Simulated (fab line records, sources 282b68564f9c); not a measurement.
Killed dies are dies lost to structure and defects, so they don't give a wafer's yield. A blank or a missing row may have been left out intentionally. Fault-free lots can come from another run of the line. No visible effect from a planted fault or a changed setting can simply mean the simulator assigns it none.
fab line records | flow ritCmos
record: lots: 7 | wafers: 21 | lastDay: 8
route steps=202 shown ACTIVE@1 M1@202
lots untouched by any fault: they come from a run of this same line in which no faults occurred
startH: hours from the record's opening day to when the first of the lot's shown wafers began | waitH: hours elapsed since this lot's preceding step | " same as the row above | L1.1+2: a single row standing in for several wafers | - value missing, or start not given | * or withheld: withheld | < > ~ a bound
route shown NAME@n: a module of which the file shows steps, and the number in the route of the first | usual: the fault-free wafers' mean and standard deviation | same: alike in all rows | chamber/n: place in a boat | sites: per-site readings | _std_site: how widely they spread, as a standard deviation | _edge_site: mean of outer sites minus mean of inner sites | radiusMm: for every site, how far away it sits from the centre of the wafer | mask NAME#n: copy n | behind: the last tool/chamber to shape the wafer | hold: the reason the lot was held/the length of the hold in hours/how it ended | device: the transistor (n, p or np) that didn't switch | end of line: tests of these same wafers at the route's end | for a step that has no rows: nothing shown but its recipe | killed: the dies lost at the first sort to structure and to defects; this is not the yield of the wafer | map: dies across one wafer; x = killed, . = not, _ = none there
set.NAME: the run value of the setting; set.NAME@STEP: its run value at that earlier step | model.NAME: the simulator's own value behind a step, which no gauge read
lots at some steps of the route; a table a step, a row a wafer
== steps ==
step: RIT_ACTIVE_BOW_MEAS_00
recipe: mode: bow
usual: INCOMING_BOW: 0/6.3
lot.wafer | tool         | chamber | startH | waitH | INCOMING_BOW[um]
L636.2    | filmMetro-04 | -       | 50.02  | -     | -2
L636.3    | "            | -       | "      | "     | -4
L636.4    | "            | -       | "      | "     | -3
L639.1    | filmMetro-01 | -       | 65.00  | -     | 7
L639.3    | "            | -       | "      | "     | 8
L639.4    | "            | -       | "      | "     | 7
L641.1    | filmMetro-01 | -       | 75.00  | -     | 4
L641.2    | "            | -       | "      | "     | -1
L641.3    | "            | -       | "      | "     | 8
L643.3    | filmMetro-01 | -       | 85.04  | -     | -1
L643.4    | "            | -       | "      | "     | 0
L643.6    | "            | -       | "      | "     | 1
L644.1    | filmMetro-02 | -       | 90.00  | -     | 11
L644.2    | "            | -       | "      | "     | 1
L644.6    | "            | -       | "      | "     | 3
L645.1    | filmMetro-01 | -       | 95.00  | -     | 7
L645.2    | "            | -       | "      | "     | -7
L645.5    | "            | -       | "      | "     | -4
L651.1    | filmMetro-01 | -       | 125.00 | -     | 0
L651.5    | "            | -       | "      | "     | -4
L651.6    | "            | -       | "      | "     | 0
step: RIT_ACTIVE_OXIDATION_01
recipe: tempC: 1000 | ambient: O2 | targetThkA: 468 | oxTimeS: 3480
step: RIT_ACTIVE_THK_MEAS_02
recipe: reads: SiO2_of_ACTIVE_OXIDATION_01
usual: ACTIVE_OXIDE_THK: 48.1/0.74
lot.wafer | tool         | chamber | startH | waitH | ACTIVE_OXIDE_THK[nm]
L636.2    | filmMetro-01 | -       | 52.78  | 0.0   | 47.9
L636.3    | "            | -       | "      | "     | 48.3
L636.4    | "            | -       | "      | "     | 48.2
L639.1    | filmMetro-01 | -       | 67.05  | 0.0   | 46.7
L639.3    | "            | -       | "      | "     | 46.7
L639.4    | "            | -       | "      | "     | 46.4
L641.1    | filmMetro-02 | -       | 77.06  | 0.0   | 48.2
L641.2    | "            | -       | "      | "     | 48.6
L641.3    | "            | -       | "      | "     | 49.1
L643.3    | filmMetro-04 | -       | 87.11  | 0.0   | 48.6
L643.4    | "            | -       | "      | "     | 47.5
L643.6    | "            | -       | "      | "     | 48.4
L644.1    | filmMetro-01 | -       | 93.15  | 0.0   | 48.7
L644.2    | "            | -       | "      | "     | 48.6
L644.6    | "            | -       | "      | "     | 47.6
L645.1    | filmMetro-02 | -       | 98.42  | 0.0   | 48.4
L645.2    | "            | -       | "      | "     | 47.3
L645.5    | "            | -       | "      | "     | 48.0
L651.1    | filmMetro-01 | -       | 128.04 | 0.0   | 48.8
L651.5    | "            | -       | "      | "     | 48.4
L651.6    | "            | -       | "      | "     | 48.8
step: RIT_ACTIVE_CVD_03
recipe: material: Si3N4 | targetThkNm: 150 | tempC: 810 | precursor: SiH2Cl2/NH3 | timeS: 1500 | pressureMtorr: 300 | sih2cl2FlowSccm: 60 | nh3FlowSccm: 150
step: RIT_ACTIVE_THK_MEAS_04
recipe: reads: Si3N4_of_ACTIVE_CVD_03
usual: ACTIVE_NITRIDE_THK: 149.5/1.4
lot.wafer | tool         | chamber | startH | waitH | ACTIVE_NITRIDE_THK[nm]
L636.2    | filmMetro-01 | -       | 54.26  | 0.0   | 148.6
L636.3    | "            | -       | "      | "     | 149.0
L636.4    | "            | -       | "      | "     | 148.9
L639.1    | filmMetro-04 | -       | 68.53  | 0.0   | 148.9
L639.3    | "            | -       | "      | "     | 148.6
L639.4    | "            | -       | "      | "     | 148.4
L641.1    | filmMetro-01 | -       | 79.16  | 0.0   | 147.8
L641.2    | "            | -       | "      | "     | 148.4
L641.3    | "            | -       | "      | "     | 149.5
L643.3    | filmMetro-01 | -       | 88.59  | 0.0   | 149.4
L643.4    | "            | -       | "      | "     | 147.6
L643.6    | "            | -       | "      | "     | 149.1
L644.1    | filmMetro-01 | -       | 95.34  | 0.0   | 151.2
L644.2    | "            | -       | "      | "     | 152.4
L644.6    | "            | -       | "      | "     | 151.6
L645.1    | filmMetro-04 | -       | 100.60 | 0.0   | 151.9
L645.2    | "            | -       | "      | "     | 152.2
L645.5    | "            | -       | "      | "     | 152.1
L651.1    | filmMetro-01 | -       | 129.52 | 0.0   | 148.6
L651.5    | "            | -       | "      | "     | 149.0
L651.6    | "            | -       | "      | "     | 149.1
step: RIT_ACTIVE_HMDS_05
recipe: primeTimeS: 60 | primeTempC: 140
step: RIT_ACTIVE_COAT_06
recipe: resist: NOVOLAK | spinRpm: 3250 | resistThkNm: 1000
step: RIT_ACTIVE_SOFTBAKE_07
recipe: resist: NOVOLAK | tempC: 90 | timeS: 60
usual: heaterPowerTotalW: 34.56/0.048 | plateTempC: 90.00/0.12
lot.wafer | tool          | chamber | startH | waitH | heaterPowerTotalW | plateTempC
L636.2    | lithoTrack-04 | 0       | 54.63  | 0.1   | 34.51             | 90.00
L636.3    | "             | 0       | "      | "     | 34.57             | 90.12
L636.4    | "             | 0       | "      | "     | 34.58             | 89.88
L639.1    | lithoTrack-01 | 0       | 68.89  | 0.1   | 34.51             | 89.92
L639.3    | "             | 0       | "      | "     | 34.56             | 90.05
L639.4    | "             | 0       | "      | "     | 34.52             | 89.87
L641.1    | lithoTrack-01 | 0       | 79.52  | 0.1   | 35.31             | 91.35
L641.2    | "             | 0       | "      | "     | 35.30             | 91.47
L641.3    | "             | 0       | "      | "     | 35.35             | 91.39
L643.3    | lithoTrack-03 | 0       | 88.98  | 0.1   | 34.55             | 89.82
L643.4    | "             | 0       | "      | "     | 34.58             | 90.04
L643.6    | "             | 0       | "      | "     | 34.62             | 90.01
L644.1    | lithoTrack-01 | 0       | 95.70  | 0.1   | 35.30             | 91.30
L644.2    | "             | 0       | "      | "     | 35.19             | 91.56
L644.6    | "             | 0       | "      | "     | 35.30             | 91.48
L645.1    | lithoTrack-01 | 0       | 100.96 | 0.1   | 35.27             | 91.15
L645.2    | "             | 0       | "      | "     | 35.30             | 91.21
L645.5    | "             | 0       | "      | "     | 35.27             | 91.13
L651.1    | lithoTrack-04 | 0       | 129.88 | 0.1   | 34.48             | 89.99
L651.5    | "             | 0       | "      | "     | 34.56             | 89.82
L651.6    | "             | 0       | "      | "     | 34.54             | 89.99
step: RIT_ACTIVE_EXPOSE_08
recipe: maskId: M1 | na: 0.6 | sourceShape: conventional | sigmaOuter: 0.6 | targetCdNm: 1400 | doseMj: 221.4
step: RIT_M1_PROBE_99
usual: killedAtContacts: 0.1/0.25 | killedAtFrontEnd: 7/3.3 | killedDies: 7/3.2 | killedOpen: 3.6/2.2 | killedShort: 3.5/2
same: grossDies: 264 | killed_at_M0_to_M3: 0 | killed_at_M4_up: 0 | killedAtBackSide: 0 | killedAtOther: 0
lot.wafer | tool      | chamber | startH | waitH | killedAtContacts | killedAtFrontEnd | killedDies | killedOpen | killedShort
L636.2    | prober-02 | -       | 99.40  | 0.1   | 0                | 9                | 9          | 7          | 2
L636.3    | prober-02 | -       | 99.45  | 0.2   | 0                | 7                | 7          | 5          | 2
L636.4    | prober-02 | -       | 99.50  | 0.2   | 0                | 5                | 5          | 3          | 2
L639.1    | prober-01 | -       | 118.25 | 0.1   | 0                | 2                | 2          | 1          | 1
L639.3    | prober-01 | -       | 118.35 | 0.2   | 0                | 1                | 1          | 0          | 1
L639.4    | prober-01 | -       | 118.40 | 0.2   | 0                | 7                | 7          | 3          | 4
L641.1    | prober-01 | -       | 123.35 | 0.1   | 0                | 6                | 6          | 3          | 3
L641.2    | prober-01 | -       | 123.40 | 0.1   | 0                | 14               | 14         | 8          | 6
L641.3    | prober-01 | -       | 123.45 | 0.2   | 0                | 6                | 6          | 3          | 3
L643.3    | prober-01 | -       | 134.10 | 0.2   | 0                | 10               | 10         | 9          | 1
L643.4    | prober-01 | -       | 134.15 | 0.2   | 0                | 4                | 4          | 0          | 4
L643.6    | prober-01 | -       | 134.25 | 0.2   | 0                | 7                | 7          | 2          | 5
L644.1    | prober-02 | -       | 140.84 | 0.1   | 0                | 9                | 9          | 2          | 7
L644.2    | prober-02 | -       | 140.89 | 0.1   | 0                | 4                | 4          | 1          | 3
L644.6    | prober-02 | -       | 141.09 | 0.2   | 0                | 9                | 9          | 5          | 4
L645.1    | prober-01 | -       | 154.76 | 0.1   | 1                | 9                | 10         | 5          | 5
L645.2    | prober-01 | -       | 154.81 | 0.1   | 0                | 14               | 14         | 5          | 9
L645.5    | prober-01 | -       | 154.96 | 0.2   | 0                | 8                | 8          | 5          | 3
L651.1    | prober-01 | -       | 200.62 | 0.1   | 1                | 5                | 6          | 3          | 3
L651.5    | prober-01 | -       | 200.82 | 0.2   | 0                | 3                | 3          | 2          | 1
L651.6    | prober-01 | -       | 200.87 | 0.2   | 0                | 5                | 5          | 4          | 1
killed by level:class
L636.2 GATE:geometricParticle:open=2 FOX1:geometricParticle:open=1 FOX2:geometricParticle:open=1 GATE:geometricParticle:short=1 REOX:geometricParticle:short=1 REOX:geometricParticle:open=1 SPACER:geometricParticle:open=1 SILICIDE:geometricParticle:open=1
L636.3 GATE:geometricParticle:open=4 FOX1:geometricParticle:open=1 GATE:geometricParticle:short=1 REOX:geometricParticle:short=1
L636.4 FOX1:geometricParticle:open=1 GATE:geometricParticle:open=1 GATE:geometricParticle:short=1 SPACER:geometricParticle:open=1 SILICIDE:geometricParticle:short=1
L639.1 FOX1:geometricParticle:open=1 FOX2:geometricParticle:short=1
L639.3 REOX:geometricParticle:short=1
L639.4 GATE:geometricParticle:short=3 GATE:geometricParticle:open=2 FOX1:geometricParticle:short=1 FOX1:geometricParticle:open=1
L641.1 GATE:geometricParticle:open=3 FOX2:geometricParticle:short=1 GATE:geometricParticle:short=1 SILICIDE:geometricParticle:short=1
L641.2 GATE:geometricParticle:open=4 GATE:geometricParticle:short=4 FOX1:geometricParticle:open=2 FOX2:geometricParticle:short=1 FOX2:geometricParticle:open=1 REOX:geometricParticle:short=1 REOX:geometricParticle:open=1
L641.3 GATE:geometricParticle:open=2 FOX2:geometricParticle:short=1 GATE:geometricParticle:short=1 REOX:geometricParticle:open=1 SPACER:geometricParticle:short=1
L643.3 SPACER:geometricParticle:open=5 GATE:geometricParticle:open=3 REOX:geometricParticle:open=1 SPACER:geometricParticle:short=1
L643.4 GATE:geometricParticle:short=3 SPACER:geometricParticle:short=1
L643.6 REOX:geometricParticle:short=3 GATE:geometricParticle:open=2 SPACER:geometricParticle:short=2
L644.1 GATE:geometricParticle:short=3 SILICIDE:geometricParticle:short=3 GATE:geometricParticle:open=2 REOX:geometricParticle:short=1
L644.2 GATE:geometricParticle:open=1 GATE:geometricParticle:short=1 REOX:geometricParticle:short=1 SPACER:geometricParticle:short=1
L644.6 GATE:geometricParticle:short=2 GATE:geometricParticle:open=2 SPACER:geometricParticle:short=2 SPACER:geometricParticle:open=2 REOX:geometricParticle:open=1
L645.1 GATE:geometricParticle:short=3 SPACER:geometricParticle:open=2 SPACER:geometricParticle:short=2 GATE:geometricParticle:open=1 REOX:geometricParticle:open=1 CONTACT:geometricParticle:open=1
L645.2 GATE:geometricParticle:short=4 FOX2:geometricParticle:short=3 SPACER:geometricParticle:open=3 FOX2:geometricParticle:open=1 REOX:geometricParticle:open=1 SPACER:geometricParticle:short=1 SILICIDE:geometricParticle:short=1
L645.5 ACTIVE:geometricParticle:open=1 GATE:geometricParticle:open=1 REOX:geometricParticle:open=1 GATE:geometricParticle:short=1 REOX:geometricParticle:short=1 SPACER:geometricParticle:open=1 SPACER:geometricParticle:short=1 SILICIDE:geometricParticle:open=1
L651.1 FOX1:geometricParticle:short=2 FOX1:geometricParticle:open=1 FOX2:geometricParticle:open=1 GATE:geometricParticle:open=1 CONTACT:geometricParticle:short=1
L651.5 FOX1:geometricParticle:short=1 GATE:geometricParticle:open=1 SPACER:geometricParticle:open=1
L651.6 FOX1:geometricParticle:short=1 FOX1:geometricParticle:open=1 FOX2:geometricParticle:open=1 SPACER:geometricParticle:open=1 SILICIDE:geometricParticle:open=1
== key ==
firstSign: step: RIT_ACTIVE_SOFTBAKE_07 | reading: heaterPowerTotalW | direction: up | sigmas: 15 | usual: 34.56 | struck: 35.29
effect: step: RIT_ACTIVE_SOFTBAKE_07 | reading: plateTempC | direction: up | sigmas: 12 | usual: * | struck: *
metAt RIT_ACTIVE_SOFTBAKE_07
struckWafers L641.1,L641.2,L641.3,L644.1,L644.2,L644.6,L645.1,L645.2,L645.5
testerLeftOut L641,L644,L645
loopTrim: step: RIT_ACTIVE_EXPOSE_08 | setting: dose | lots: L645
onsetBetween 68.89 79.52
fault: kind: processParameterDrift | tool: lithoTrack-01 | chamber: - | onsetH: 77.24 | steps: RIT_ACTIVE_SOFTBAKE_07 | channel: tempC | offset: * | shape: step | endH: 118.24 | actsIn: * | stated: *
testerLeftOut: of these lots the tester's yield and bins aren't shown, on N5 and GAA mostly nor the transistor test; their killed dies are dies lost to structure and defects alone, not to doping, threshold or leakage, so they don't give the yield
loopTrim: a control loop set the setting to another value than it would have without faults
